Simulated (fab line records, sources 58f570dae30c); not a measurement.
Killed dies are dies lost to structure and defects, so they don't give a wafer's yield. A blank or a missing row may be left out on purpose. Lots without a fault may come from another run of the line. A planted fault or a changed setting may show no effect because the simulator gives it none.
fab line records | flow berkeley_cmos170
record lots=5 wafers=15 last_day=13
route steps=331 shown CONTACT@223 M1@238 V1@254
lots that met no fault: from a run of the same line without faults
start_h: hours from the record's first day to the start of the lot's first wafer shown | wait_h: hours since the lot's step before | " the same as in the row above | L1.1+2: a row that stands for several wafers | - no value, or no start given | * or withheld: withheld | < > ~ a bound
route shown NAME@n: a module of which the file shows steps, and the number in the route of the first | usual: mean/standard deviation of fault-free wafers | same: alike in all rows | chamber/n: place in a boat | sites: the reading at each site | _std_site: their standard deviation | _edge_site: outer sites' mean less inner sites' | radius_mm: how far each site lies from the wafer's centre | mask NAME#n: copy n | behind: the tool/chamber that last shaped the wafer | hold: why the lot was held/for how many hours/how that ended | device: the transistor (n, p or np) that didn't switch | end of line: the same wafers' tests at the end of the route | a step without rows: its recipe alone | killed: dies lost to structure and defects at the first sort, not the wafer's yield | map: a wafer's dies, x killed, . not, _ none there
set.NAME: the setting as run; set.NAME@STEP: as run at that earlier step | model.NAME: the simulator's own value behind a step, which no gauge read
lots at some steps of the route; a table a step, a row a wafer
services: from which hour (start_h, from the record's first day; less than 0 if before it) a tool's chamber was out of use, for how many hours, and why
## steps
# step UCB170_CONTACT_CLEAN_07
# recipe chemistry=SPM temp_c=120 time_s=600
# columns lot.wafer tool chamber start_h wait_h
L076.1+4+5 wet_bench-03 0 174.32 0.4
L079.3+4+6 wet_bench-03 3 187.52 0.0
L088.1+4+6 wet_bench-03 3 233.54 0.1
L095.1+2+4 wet_bench-03 2 267.38 0.1
L097.2+5+6 wet_bench-04 3 282.52 0.1
# step UCB170_CONTACT_RTA_08
# recipe temp_c=900 time_s=10 ambient=N2
# usual lamp_power_pct=23.8/2.1 wafer_temp_C_max=902.9/0.67
# columns lot.wafer tool chamber start_h wait_h lamp_power_pct wafer_temp_C_max
L076.1 rtp_anneal-01 0 174.49 0.0 21.9 903.6
L076.4 " 0 " " 21.9 903.5
L076.5 " 0 " " 21.9 903.5
L079.3 rtp_anneal-01 0 187.72 0.0 21.9 902.5
L079.4 " 0 " " 21.9 903.1
L079.6 " 0 " " 21.9 903.4
L088.1 rtp_anneal-02 0 233.72 0.0 26.1 902.3
L088.4 " 0 " " 26.1 902.8
L088.6 " 0 " " 26.1 902.9
L095.1 rtp_anneal-01 0 267.55 0.0 21.9 902.5
L095.2 " 0 " " 21.9 903.1
L095.4 " 0 " " 21.9 902.3
L097.2 rtp_anneal-01 0 282.71 0.0 21.9 902.1
L097.5 " 0 " " 22.0 902.7
L097.6 " 0 " " 21.9 903.8
# step UCB170_CONTACT_COAT_09
# recipe resist=BARC temp_c=withheld time_s=withheld spin_rpm=3000 resist_thk_nm=withheld
# columns lot.wafer tool chamber start_h wait_h
L076.1+4+5 litho_track-03 0 175.41 0.9
L079.3+4+6 litho_track-02 0 188.27 0.5
L088.1+4+6 litho_track-04 0 234.08 0.4
L095.1+2+4 litho_track-03 0 267.62 0.1
L097.2+5+6 litho_track-03 0 282.79 0.1
# step UCB170_CONTACT_COAT_10
# recipe resist=KrF spin_rpm=1500 resist_thk_nm=900
# columns lot.wafer tool chamber start_h wait_h
L076.1+4+5 litho_track-03 0 - -
L079.3+4+6 litho_track-02 0 - -
L088.1+4+6 litho_track-04 0 - -
L095.1+2+4 litho_track-03 0 - -
L097.2+5+6 litho_track-03 0 - -
# step UCB170_CONTACT_SOFTBAKE_11
# recipe resist=KrF temp_c=130 time_s=60
# usual plate_temp_C=129.99/0.14
# columns lot.wafer tool chamber start_h wait_h plate_temp_C
L076.1 litho_track-03 0 - - 129.89
L076.4 " 0 " " 130.00
L076.5 " 0 " " 130.10
L079.3 litho_track-02 0 - - 129.91
L079.4 " 0 " " 130.20
L079.6 " 0 " " 130.16
L088.1 litho_track-04 0 - - 129.72
L088.4 " 0 " " 129.89
L088.6 " 0 " " 130.17
L095.1 litho_track-03 0 - - 130.06
L095.2 " 0 " " 129.80
L095.4 " 0 " " 130.01
L097.2 litho_track-03 0 - - 130.07
L097.5 " 0 " " 130.09
L097.6 " 0 " " 130.11
# step UCB170_CONTACT_EXPOSE_12
# recipe mask_id=CONT target_cd_nm=700 na=0.5 sigma_outer=0.6 source_shape=conventional dose_mj=35
# usual reticle_temp_C=23.02/0.097 stage_vel_mm_s=500.00/0.23
# columns lot.wafer tool chamber start_h wait_h mask reticle_temp_C stage_vel_mm_s
L076.1 krf_scanner-02 0 175.91 - CONT#0 23.20 500.23
L076.4 " 0 " " CONT#0 23.22 499.87
L076.5 " 0 " " CONT#0 23.26 499.83
L079.3 krf_scanner-01 0 188.84 - CONT#0 23.05 500.52
L079.4 " 0 " " CONT#0 23.02 500.20
L079.6 " 0 " " CONT#0 23.00 500.15
L088.1 krf_scanner-02 0 234.66 - CONT#0 22.98 499.85
L088.4 " 0 " " CONT#0 23.03 499.86
L088.6 " 0 " " CONT#0 22.95 500.11
L095.1 krf_scanner-02 0 268.25 - CONT#0 23.06 500.06
L095.2 " 0 " " CONT#0 23.04 499.82
L095.4 " 0 " " CONT#0 22.90 499.75
L097.2 krf_scanner-01 0 283.36 - CONT#0 23.01 499.72
L097.5 " 0 " " CONT#0 22.94 500.16
L097.6 " 0 " " CONT#0 22.86 500.30
# step UCB170_CONTACT_PEB_13
# recipe peb_temp_c=130 peb_time_s=withheld resist=KrF
# usual plate_temp_C=130.01/0.13
# columns lot.wafer tool chamber start_h wait_h plate_temp_C
L076.1 litho_track-03 0 176.14 0.2 130.17
L076.4 " 0 " " 130.20
L076.5 " 0 " " 130.13
L079.3 litho_track-03 0 189.00 0.1 130.03
L079.4 " 0 " " 130.24
L079.6 " 0 " " 129.93
L088.1 litho_track-02 0 234.78 0.1 130.05
L088.4 " 0 " " 129.96
L088.6 " 0 " " 129.99
L095.1 litho_track-02 0 268.37 0.1 130.14
L095.2 " 0 " " 129.98
L095.4 " 0 " " 129.94
L097.2 litho_track-02 0 283.48 0.1 130.04
L097.5 " 0 " " 130.04
L097.6 " 0 " " 130.03
# step UCB170_CONTACT_DEVELOP_14
# recipe developer=TMAH develop_time_s=45 resist=KrF dev_temp_c=21
# columns lot.wafer tool chamber start_h wait_h
L076.1+4+5 litho_track-03 0 - -
L079.3+4+6 litho_track-03 0 - -
L088.1+4+6 litho_track-02 0 - -
L095.1+2+4 litho_track-02 0 - -
L097.2+5+6 litho_track-02 0 - -
# step UCB170_CONTACT_CD_MEAS_15
# recipe target_cd_nm=700
# usual cd_nm=699.1/1.7
# columns lot.wafer tool chamber start_h wait_h cd_nm
L076.1 cd_sem-02 - 176.50 - 700.4
L076.4 " - " " 699.5
L076.5 " - " " 700.1
L079.3 cd_sem-01 - 189.26 - 699.4
L079.4 " - " " 699.6
L079.6 " - " " 700.7
L088.1 cd_sem-02 - 235.05 - 697.6
L088.4 " - " " 698.3
L088.6 " - " " 699.0
L095.1 cd_sem-01 - 268.65 - 698.4
L095.2 " - " " 697.4
L095.4 " - " " 698.3
L097.2 cd_sem-01 - 283.75 - 696.6
L097.5 " - " " 696.9
L097.6 " - " " 696.5
# step UCB170_CONTACT_OVL_MEAS_16
# usual CONTACT_OVL=1/5.3
# columns lot.wafer tool chamber start_h wait_h CONTACT_OVL[nm]
L076.1 overlay-02 - 176.62 0.1 1
L076.4 " - " " -3
L076.5 " - " " -3
L079.3 overlay-02 - 189.36 0.1 -2
L079.4 " - " " -6
L079.6 " - " " -7
L088.1 overlay-01 - 235.17 0.1 -5
L088.4 " - " " -4
L088.6 " - " " -4
L095.1 overlay-02 - 268.77 0.1 -8
L095.2 " - " " -8
L095.4 " - " " -5
L097.2 overlay-01 - 283.86 0.1 8
L097.5 " - " " 4
L097.6 " - " " 5
# step UCB170_CONTACT_ETCH_17
# recipe chemistry=N2/H2 target_depth_a=withheld overetch_a=withheld target=BARC time_s=withheld source_w=500 bias_w=100 pressure_mtorr=30 n2_flow_sccm=100 h2_flow_sccm=200
# usual drypump_motor_current_A=5.78/0.27 oes_product_au=1.001/0.027 throttle_valve_pct=13.33/0.21
# columns lot.wafer tool chamber start_h wait_h drypump_motor_current_A oes_product_au throttle_valve_pct
L076.1 rie_diel-04 1 176.66 0.0 5.73 0.983 13.41
L076.4 " 2 " " 5.41 1.010 13.17
L076.5 " 1 " " 5.73 0.986 13.41
L079.3 rie_diel-04 1 189.38 0.0 5.75 0.986 13.40
L079.4 " 0 " " 5.89 0.939 13.01
L079.6 " 2 " " 5.43 1.003 13.16
L088.1 rie_diel-03 1 235.21 0.0 5.74 1.029 13.22
L088.4 " 0 " " 6.44 0.985 13.51
L088.6 " 0 " " 6.41 0.984 13.52
L095.1 rie_diel-03 0 268.80 0.0 6.42 0.994 13.52
L095.2 " 1 " " 5.71 1.018 13.25
L095.4 " 2 " " 6.26 0.987 12.87
L097.2 rie_diel-01 3 283.89 0.0 5.45 1.018 13.22
L097.5 " 2 " " 5.78 1.018 13.43
L097.6 " 1 " " 5.80 0.999 13.38
# step UCB170_CONTACT_ETCH_18
# recipe chemistry=CHF3/CF4/Ar target=PSG stop_on=TiSi2 CHF3_flow_sccm=45 cf4_flow_sccm=15 Ar_flow_sccm=150 pressure_mtorr=200 rf_w=700 target_depth_a=8400 over_etch_frac=0.2 time_s=195
# usual CHF3_flow_sccm=45.01/0.12 drypump_motor_current_A=5.78/0.27 oes_product_au=0.897/0.011 throttle_valve_pct=6.93/0.13
# columns lot.wafer tool chamber start_h wait_h CHF3_flow_sccm drypump_motor_current_A oes_product_au rf_hours_counter_h throttle_valve_pct
L076.1 rie_diel-04 1 - - 45.05 5.73 0.897 28 6.90
L076.4 " 2 " " 44.97 5.40 0.918 98 6.77
L076.5 " 1 " " 45.02 5.74 0.904 - 6.90
L079.3 rie_diel-04 1 - - 44.97 5.73 0.895 29 6.91
L079.4 " 0 " " 45.06 5.91 0.890 26 6.71
L079.6 " 2 " " 45.00 5.42 0.909 - 6.77
L088.1 rie_diel-03 1 - - 44.99 5.70 0.887 125 6.96
L088.4 " 0 " " 45.03 6.46 0.887 115 7.10
L088.6 " 0 " " 44.82 6.43 0.887 - 7.08
L095.1 rie_diel-03 0 - - 45.19 6.45 0.899 116 7.07
L095.2 " 1 " " 44.83 5.76 0.893 126 6.94
L095.4 " 2 " " 44.90 6.25 0.904 114 6.70
L097.2 rie_diel-01 3 - - 44.91 5.47 0.903 23 6.93
L097.5 " 2 " " 44.94 5.76 0.895 - 7.01
L097.6 " 1 " " 44.91 5.81 0.882 - 7.10
# step UCB170_CONTACT_STRIP_19
# recipe chemistry=O2 power_w=400 pressure_mtorr=3500 platen_temp_c=withheld o2_flow_sccm=400 overash_fraction=0.5
# usual drypump_motor_current_A=5.5/0.37 oes_product_au=0.726/0.0046
# columns lot.wafer tool chamber start_h wait_h drypump_motor_current_A oes_product_au rf_hours_counter_h
L076.1 plasma_asher-01 0 176.82 - 4.9 0.730 46
L076.4 " 0 " " 4.9 0.735 -
L076.5 " 0 " " 4.9 0.724 -
L079.3 plasma_asher-03 0 189.58 - 5.8 0.727 -
L079.4 " 1 " " 5.6 0.727 -
L079.6 " 1 " " 5.5 0.720 -
L088.1 plasma_asher-03 1 235.37 - 5.5 0.727 16
L088.4 " 0 " " 5.8 0.725 -
L088.6 " 1 " " 5.5 0.717 -
L095.1 plasma_asher-01 0 268.97 - 4.9 0.728 58
L095.2 " 1 " " 5.5 0.734 58
L095.4 " 0 " " 4.9 0.728 -
L097.2 plasma_asher-03 0 284.06 - 5.8 0.724 21
L097.5 " 0 " " 5.7 0.723 -
L097.6 " 1 " " 5.6 0.725 -
# step UCB170_CONTACT_CD_MEAS_90
# recipe target_cd_nm=700
# usual cd_nm=699.1/1.8
# columns lot.wafer tool chamber start_h wait_h cd_nm
L076.1 cd_sem-02 - 176.92 0.1 700.2
L076.4 " - " " 700.2
L076.5 " - " " 699.3
L079.3 cd_sem-02 - 189.69 0.1 699.1
L079.4 " - " " 699.4
L079.6 " - " " 702.2
L088.1 cd_sem-02 - 235.47 0.1 698.3
L088.4 " - " " 699.2
L088.6 " - " " 699.8
L095.1 cd_sem-01 - 269.07 0.1 699.3
L095.2 " - " " 697.4
L095.4 " - " " 698.6
L097.2 cd_sem-01 - 284.18 0.1 698.2
L097.5 " - " " 697.9
L097.6 " - " " 697.0
# step UCB170_CONTACT_CLEAN_20
# recipe chemistry=SPM temp_c=120 time_s=600
# columns lot.wafer tool chamber start_h wait_h
L076.1+4+5 wet_bench-04 3 177.14 0.2
L079.3+4+6 wet_bench-03 1 189.77 0.1
L088.1+4+6 wet_bench-03 0 238.08 2.6
L095.1+2+4 wet_bench-03 3 269.19 0.1
L097.2+5+6 wet_bench-04 1 284.28 0.1
# step UCB170_M1_SPUTTER_00
# recipe material=Al target_thk_nm=600 time_s=80 power_w=6000 chamber_pressure_pa=0.5
# usual cathode_dc_power_W=6000.1/1.2 throttle_valve_pct=30.2/1.1
# columns lot.wafer tool chamber start_h wait_h cathode_dc_power_W throttle_valve_pct
L076.1 pvd_sputter-02 - 177.32 0.0 6000.8 32.1
L076.4 " - " " 6001.8 29.4
L076.5 " - " " 6000.7 29.6
L079.3 pvd_sputter-02 - 189.94 0.0 6001.2 28.7
L079.4 " - " " 6001.8 29.4
L079.6 " - " " 5999.3 30.9
L088.1 pvd_sputter-01 - 238.26 0.0 6001.8 29.7
L088.4 " - " " 6000.0 30.7
L088.6 " - " " 5999.2 29.5
L095.1 pvd_sputter-02 - 269.36 0.0 5998.0 28.4
L095.2 " - " " 5998.9 29.2
L095.4 " - " " 6001.8 30.9
L097.2 pvd_sputter-03 - 284.45 0.0 6000.1 31.0
L097.5 " - " " 5999.4 31.0
L097.6 " - " " 5999.2 29.3
# step UCB170_M1_RS_MEAS_01
# recipe thk_meas_gauge=four-point-probe reads=Al_of_M1_SPUTTER_00
# usual M1_AL_RS=0.0487/0.00061
# columns lot.wafer tool chamber start_h wait_h M1_AL_RS[ohm/sq]
L076.1 film_metro-03 - 177.38 0.0 0.0487
L076.4 " - " " 0.0490
L076.5 " - " " 0.0490
L079.3 film_metro-03 - 190.04 0.1 0.0499
L079.4 " - " " 0.0489
L079.6 " - " " 0.0490
L088.1 film_metro-01 - 238.32 0.0 0.0486
L088.4 " - " " 0.0479
L088.6 " - " " 0.0482
L095.1 film_metro-01 - 269.43 0.0 0.0497
L095.2 " - " " 0.0494
L095.4 " - " " 0.0483
L097.2 film_metro-04 - 284.59 0.1 0.0483
L097.5 " - " " 0.0482
L097.6 " - " " 0.0494
# step UCB170_M1_THK_MEAS_02
# recipe thk_meas_gauge=xrf reads=Al_of_M1_SPUTTER_00
# usual M1_AL_THK=590/7.4
# columns lot.wafer tool chamber start_h wait_h M1_AL_THK[nm]
L076.1 film_metro-03 - 177.50 0.1 591
L076.4 " - " " 587
L076.5 " - " " 591
L079.3 film_metro-03 - 190.14 0.1 577
L079.4 " - " " 589
L079.6 " - " " 587
L088.1 film_metro-01 - 238.44 0.1 589
L088.4 " - " " 594
L088.6 " - " " 594
L095.1 film_metro-01 - 269.55 0.1 578
L095.2 " - " " 583
L095.4 " - " " 597
L097.2 film_metro-04 - 284.70 0.1 595
L097.5 " - " " 601
L097.6 " - " " 589
# step UCB170_M1_COAT_03
# recipe resist=BARC temp_c=withheld time_s=withheld spin_rpm=3000 resist_thk_nm=withheld
# columns lot.wafer tool chamber start_h wait_h
L076.1+4+5 litho_track-01 0 178.14 0.6
L079.3+4+6 litho_track-01 0 190.38 0.2
L088.1+4+6 litho_track-02 0 238.50 0.1
L095.1+2+4 litho_track-02 0 269.61 0.1
L097.2+5+6 litho_track-02 0 285.31 0.6
# step UCB170_M1_COAT_04
# recipe resist=KrF spin_rpm=1500 resist_thk_nm=900
# columns lot.wafer tool chamber start_h wait_h
L076.1+4+5 litho_track-01 0 - -
L079.3+4+6 litho_track-01 0 - -
L088.1+4+6 litho_track-02 0 - -
L095.1+2+4 litho_track-02 0 - -
L097.2+5+6 litho_track-02 0 - -
# step UCB170_M1_SOFTBAKE_05
# recipe resist=KrF temp_c=130 time_s=60
# usual plate_temp_C=129.95/0.12
# columns lot.wafer tool chamber start_h wait_h plate_temp_C
L076.1 litho_track-01 0 - - 129.81
L076.4 " 0 " " 129.79
L076.5 " 0 " " 129.89
L079.3 litho_track-01 0 - - 129.97
L079.4 " 0 " " 129.92
L079.6 " 0 " " 129.82
L088.1 litho_track-02 0 - - 130.06
L088.4 " 0 " " 129.99
L088.6 " 0 " " 130.07
L095.1 litho_track-02 0 - - 130.11
L095.2 " 0 " " 130.12
L095.4 " 0 " " 130.19
L097.2 litho_track-02 0 - - 129.75
L097.5 " 0 " " 130.01
L097.6 " 0 " " 129.85
# step UCB170_M1_EXPOSE_06
# recipe mask_id=METAL1 target_cd_nm=700 na=0.5 sigma_outer=0.6 source_shape=conventional dose_mj=21
# usual reticle_temp_C=22.99/0.1 stage_vel_mm_s=500.04/0.28
# columns lot.wafer tool chamber start_h wait_h mask reticle_temp_C stage_vel_mm_s
L076.1 krf_scanner-01 0 178.72 - METAL1#0 23.03 500.34
L076.4 " 0 " " METAL1#0 23.17 500.13
L076.5 " 0 " " METAL1#0 23.08 500.58
L079.3 krf_scanner-01 0 190.81 - METAL1#0 23.00 499.80
L079.4 " 0 " " METAL1#0 22.90 500.21
L079.6 " 0 " " METAL1#0 22.98 500.15
L088.1 krf_scanner-01 0 238.95 - METAL1#0 22.92 499.52
L088.4 " 0 " " METAL1#0 23.03 499.91
L088.6 " 0 " " METAL1#0 22.93 499.86
L095.1 krf_scanner-01 0 270.18 - METAL1#0 23.16 500.30
L095.2 " 0 " " METAL1#0 23.05 500.22
L095.4 " 0 " " METAL1#0 22.96 500.26
L097.2 krf_scanner-01 0 285.82 - METAL1#0 23.04 499.82
L097.5 " 0 " " METAL1#0 23.07 499.94
L097.6 " 0 " " METAL1#0 23.07 499.85
# step UCB170_M1_PEB_07
# recipe peb_temp_c=130 peb_time_s=withheld resist=KrF
# usual plate_temp_C=130.03/0.14
# columns lot.wafer tool chamber start_h wait_h plate_temp_C
L076.1 litho_track-01 0 179.59 0.9 130.04
L076.4 " 0 " " 130.08
L076.5 " 0 " " 130.13
L079.3 litho_track-01 0 191.10 0.3 130.21
L079.4 " 0 " " 130.01
L079.6 " 0 " " 130.11
L088.1 litho_track-02 0 239.06 0.1 129.95
L088.4 " 0 " " 130.03
L088.6 " 0 " " 129.93
L095.1 litho_track-01 0 270.33 0.1 129.94
L095.2 " 0 " " 130.22
L095.4 " 0 " " 130.13
L097.2 litho_track-02 0 286.48 0.6 130.29
L097.5 " 0 " " 130.19
L097.6 " 0 " " 130.14
# step UCB170_M1_DEVELOP_08
# recipe developer=TMAH develop_time_s=45 resist=KrF dev_temp_c=21
# columns lot.wafer tool chamber start_h wait_h
L076.1+4+5 litho_track-01 0 - -
L079.3+4+6 litho_track-01 0 - -
L088.1+4+6 litho_track-02 0 - -
L095.1+2+4 litho_track-01 0 - -
L097.2+5+6 litho_track-02 0 - -
# step UCB170_M1_CD_MEAS_09
# recipe target_cd_nm=700
# usual cd_nm=700.0/1.1
# columns lot.wafer tool chamber start_h wait_h cd_nm
L076.1 cd_sem-02 - 179.87 - 697.9
L076.4 " - " " 700.0
L076.5 " - " " 699.8
L079.3 cd_sem-01 - 191.36 - 699.0
L079.4 " - " " 698.7
L079.6 " - " " 698.6
L088.1 cd_sem-01 - 239.34 - 700.7
L088.4 " - " " 698.9
L088.6 " - " " 700.0
L095.1 cd_sem-02 - 270.61 - 699.7
L095.2 " - " " 699.9
L095.4 " - " " 700.4
L097.2 cd_sem-01 - 286.78 - 699.2
L097.5 " - " " 697.8
L097.6 " - " " 699.4
# step UCB170_M1_OVL_MEAS_10
# usual M1_OVL=-2/4.5
# columns lot.wafer tool chamber start_h wait_h M1_OVL[nm]
L076.1 overlay-02 - 179.99 0.1 -5
L076.4 " - " " -9
L076.5 " - " " -6
L079.3 overlay-01 - 191.46 0.1 1
L079.4 " - " " 0
L079.6 " - " " 1
L088.1 overlay-02 - 239.46 0.1 1
L088.4 " - " " 4
L088.6 " - " " 7
L095.1 overlay-02 - 270.73 0.1 3
L095.2 " - " " 2
L095.4 " - " " -6
L097.2 overlay-02 - 286.89 0.1 -2
L097.5 " - " " -8
L097.6 " - " " 0
# step UCB170_M1_ETCH_11
# recipe chemistry=N2/H2 target_depth_a=withheld overetch_a=withheld target=BARC time_s=withheld source_w=500 bias_w=100 pressure_mtorr=30 n2_flow_sccm=100 h2_flow_sccm=200
# usual drypump_motor_current_A=5.64/0.24 oes_product_au=1.000/0.024 throttle_valve_pct=13.30/0.2
# columns lot.wafer tool chamber start_h wait_h drypump_motor_current_A oes_product_au throttle_valve_pct
L076.1 rie_diel-04 1 180.02 0.0 5.72 0.985 13.42
L076.4 " 2 " " 5.38 0.999 13.16
L076.5 " 1 " " 5.74 0.985 13.41
L079.3 rie_diel-04 0 191.48 0.0 5.91 0.942 13.01
L079.4 " 3 " " 5.70 1.035 13.66
L079.6 " 1 " " 5.75 0.986 13.41
L088.1 rie_diel-01 3 239.50 0.0 5.46 1.020 13.22
L088.4 " 1 " " 5.82 1.010 13.35
L088.6 " 3 " " 5.46 1.025 13.23
L095.1 rie_diel-04 0 270.76 0.0 5.93 0.951 13.02
L095.2 " 3 " " 5.71 1.036 13.69
L095.4 " 2 " " 5.41 1.026 13.17
L097.2 rie_diel-01 2 286.92 0.0 5.80 1.033 13.43
L097.5 " 0 " " 6.08 0.974 13.29
L097.6 " 3 " " 5.43 1.023 13.22
# step UCB170_M1_METAL_ETCH_12
# recipe chemistry=Cl2/BCl3 target=Al stop_on=PSG pressure_mtorr=12 target_depth_a=7800 over_etch_frac=0.3 time_s=130 icp_w=600 bias_w=120 Cl2_flow_sccm=90 bcl3_flow_sccm=45
# usual drypump_motor_current_A=5.9/0.42 oes_product_au=0.849/0.014 throttle_valve_pct=24.38/0.26
# columns lot.wafer tool chamber start_h wait_h drypump_motor_current_A oes_product_au rf_hours_counter_h throttle_valve_pct
L076.1 rie_metal-02 1 180.07 - 5.4 0.870 12 24.04
L076.4 " 1 " " 5.4 0.867 - 24.04
L076.5 " 1 " " 5.5 0.877 - 24.03
L079.3 rie_metal-04 0 191.58 - 6.7 0.825 - 24.27
L079.4 " 1 " " 6.1 0.842 - 24.42
L079.6 " 0 " " 6.7 0.834 - 24.27
L088.1 rie_metal-04 1 239.54 - 6.1 0.853 4 24.46
L088.4 " 1 " " 6.1 0.857 - 24.43
L088.6 " 0 " " 6.7 0.845 - 24.27
L095.1 rie_metal-02 0 270.80 - 5.8 0.827 8 24.85
L095.2 " 1 " " 5.4 0.868 16 24.03
L095.4 " 0 " " 5.8 0.850 - 24.83
L097.2 rie_metal-02 1 286.96 - 5.4 0.882 16 24.02
L097.5 " 1 " " 5.5 0.888 - 24.01
L097.6 " 0 " " 5.8 0.839 - 24.83
# step UCB170_M1_STRIP_13
# recipe chemistry=O2 power_w=400 pressure_mtorr=3500 platen_temp_c=withheld o2_flow_sccm=400 overash_fraction=0.5
# usual drypump_motor_current_A=5.71/0.23 oes_product_au=0.720/0.0043
# columns lot.wafer tool chamber start_h wait_h drypump_motor_current_A oes_product_au rf_hours_counter_h
L076.1 plasma_asher-02 1 180.20 0.1 6.17 0.717 36
L076.4 " 0 " " 5.68 0.717 -
L076.5 " 1 " " 6.14 0.726 -
L079.3 plasma_asher-03 1 191.73 0.1 5.54 0.718 -
L079.4 " 0 " " 5.79 0.720 -
L079.6 " 0 " " 5.77 0.716 -
L088.1 plasma_asher-04 1 239.67 0.1 5.35 0.720 54
L088.4 " 0 " " 5.76 0.724 -
L088.6 " 0 " " 5.74 0.719 -
L095.1 plasma_asher-03 1 270.94 0.1 5.55 0.725 20
L095.2 " 0 " " 5.79 0.722 20
L095.4 " 0 " " 5.81 0.721 -
L097.2 plasma_asher-02 1 287.09 0.1 6.15 0.718 47
L097.5 " 1 " " 6.17 0.718 -
L097.6 " 0 " " 5.67 0.721 -
# step UCB170_M1_CD_MEAS_90
# recipe target_cd_nm=700
# usual cd_nm=701/3.2
# columns lot.wafer tool chamber start_h wait_h cd_nm
L076.1 cd_sem-01 - 180.30 0.1 700
L076.4 " - " " 703
L076.5 " - " " 702
L079.3 cd_sem-01 - 191.84 0.1 704
L079.4 " - " " 701
L079.6 " - " " 702
L088.1 cd_sem-01 - 239.77 0.1 700
L088.4 " - " " 698
L088.6 " - " " 701
L095.1 cd_sem-01 - 271.04 0.1 701
L095.2 " - " " 703
L095.4 " - " " 701
L097.2 cd_sem-02 - 287.22 0.1 703
L097.5 " - " " 703
L097.6 " - " " 698
# step UCB170_M1_ANNEAL_14
# recipe temp_c=400 time_s=1200 ambient=forming_gas
# columns lot.wafer tool chamber start_h wait_h
L076.1+4+5 furnace-03 0 180.42 0.1
L079.3+4+6 furnace-03 0 191.92 0.1
L088.1+4+6 furnace-03 0 239.89 0.1
L095.1+2+4 furnace-03 0 272.22 1.2
L097.2+5+6 furnace-03 0 288.34 1.1
# step UCB170_V1_CVD_00
# recipe material=SiO2 target_thk_nm=2000 temp_c=390 precursor=TEOS/O2 time_s=250 rf_w=550 pressure_mtorr=9000
# usual heater_power_w=272/52
# columns lot.wafer tool chamber start_h wait_h heater_power_w
L076.1 pecvd-04 0 181.75 0.0 332
L076.4 " 0 " " 232
L076.5 " 2 " " 174
L079.3 pecvd-01 0 193.25 0.0 273
L079.4 " 2 " " 255
L079.6 " 0 " " 335
L088.1 pecvd-03 2 241.22 0.0 313
L088.4 " 0 " " 364
L088.6 " 2 " " 221
L095.1 pecvd-01 1 273.55 0.0 307
L095.2 " 0 " " 281
L095.4 " 1 " " 254
L097.2 pecvd-04 1 289.68 0.0 235
L097.5 " 1 " " 282
L097.6 " 0 " " 239
# step UCB170_V1_THK_MEAS_01
# recipe reads=SiO2_of_V1_CVD_00
# usual V1_TEOS_THK=2000/27
# columns lot.wafer tool chamber start_h wait_h V1_TEOS_THK[nm]
L076.1 film_metro-04 - 181.91 0.1 1992
L076.4 " - " " 2048
L076.5 " - " " 2018
L079.3 film_metro-01 - 193.43 0.1 1960
L079.4 " - " " 2020
L079.6 " - " " 1989
L088.1 film_metro-02 - 241.45 0.2 2014
L088.4 " - " " 2014
L088.6 " - " " 2041
L095.1 film_metro-01 - 273.70 0.1 1991
L095.2 " - " " 2000
L095.4 " - " " 2003
L097.2 film_metro-02 - 289.84 0.1 1953
L097.5 " - " " 1991
L097.6 " - " " 1966
# step UCB170_V1_CMP_02
# recipe material=SiO2 down_force_psi=6 platen_rpm=60 pad_velocity_m_s=0.75398
# usual motor_current_A=16.1/1.4 slurry_flow_ml_min=150.0/0.44
# columns lot.wafer tool chamber start_h wait_h motor_current_A slurry_flow_ml_min
L076.4 cmp-01 0 182.02 0.1 14.9 150.3
L076.1 " 2 " " 14.9 150.1
L076.5 " 0 " " 15.6 149.9
L079.4 cmp-01 1 193.47 0.0 17.3 150.4
L079.3 " 2 " " 15.2 150.6
L079.6 " 2 " " 14.6 150.8
L088.4 cmp-01 3 241.51 0.0 19.0 150.4
L088.1 " 1 " " 16.6 149.9
L088.6 " 0 " " 15.3 150.0
L095.1 cmp-01 0 273.76 0.1 15.6 149.0
L095.4 " 1 " " 17.5 150.4
L095.2 " 2 " " 14.9 150.2
L097.2 cmp-02 1 289.89 0.0 14.7 149.6
L097.5 " 1 " " 14.0 149.7
L097.6 " 2 " " 16.1 150.2
# step UCB170_V1_BOW_MEAS_03
# recipe mode=bow
# usual V1_BOW=18/6.9
# columns lot.wafer tool chamber start_h wait_h V1_BOW[um]
L076.1 film_metro-02 - 182.27 0.1 25
L076.4 " - " " 20
L076.5 " - " " 19
L079.3 film_metro-02 - 193.81 0.2 25
L079.4 " - " " 20
L079.6 " - " " 15
L088.1 film_metro-04 - 241.81 0.1 28
L088.4 " - " " 23
L088.6 " - " " 19
L095.1 film_metro-02 - 274.06 0.2 26
L095.2 " - " " 31
L095.4 " - " " 24
L097.2 film_metro-04 - 290.22 0.3 26
L097.5 " - " " 18
L097.6 " - " " 26
# step UCB170_V1_THK_MEAS_04
# recipe reads=SiO2_of_V1_CVD_00
# usual V1_POLISHED_THK=1000.1/1.2
# columns lot.wafer tool chamber start_h wait_h V1_POLISHED_THK[nm]
L076.1 film_metro-02 - 182.39 0.1 999.8
L076.4 " - " " 1000.5
L076.5 " - " " 999.2
L079.3 film_metro-02 - 193.91 0.1 999.6
L079.4 " - " " 1000.2
L079.6 " - " " 999.5
L088.1 film_metro-04 - 241.93 0.1 1000.9
L088.4 " - " " 999.3
L088.6 " - " " 1000.0
L095.1 film_metro-02 - 274.18 0.1 1000.7
L095.2 " - " " 1000.8
L095.4 " - " " 1001.1
L097.2 film_metro-04 - 290.33 0.1 1000.9
L097.5 " - " " 999.4
L097.6 " - " " 999.7
## services
# columns tool chamber start_h hours kind
rie_diel-03 1 153.53 7.9 repair
rie_diel-03 2 161.19 4.4 repair
cmp-01 - 162.94 2.3 repair
pvd_sputter-02 - 166.10 3.2 repair
krf_scanner-01 - 175.04 1.3 pm
rie_diel-03 0 177.68 6.7 repair
krf_scanner-02 - 186.02 1.2 repair
krf_scanner-02 - 199.91 0.8 pm
pvd_sputter-02 - 203.59 3.2 repair
rie_diel-03 - 208.42 0.4 repair
rie_metal-02 - 219.82 1.4 pm
cmp-01 - 226.09 4.6 pm
cmp-01 - 242.68 0.4 repair
plasma_asher-03 - 244.28 0.7 repair
rie_diel-03 - 247.09 2.8 pm
rie_diel-04 0 247.51 1.5 repair
krf_scanner-02 - 248.78 1.3 pm
krf_scanner-02 - 257.42 1.0 pm
krf_scanner-02 - 258.51 3.6 pm
rie_diel-01 0 268.56 10.6 repair
krf_scanner-01 - 271.53 1.0 pm
krf_scanner-01 - 272.87 0.8 pm
krf_scanner-01 - 288.30 11.6 pm
cmp-01 - 288.44 3.6 repair
## key
fault none
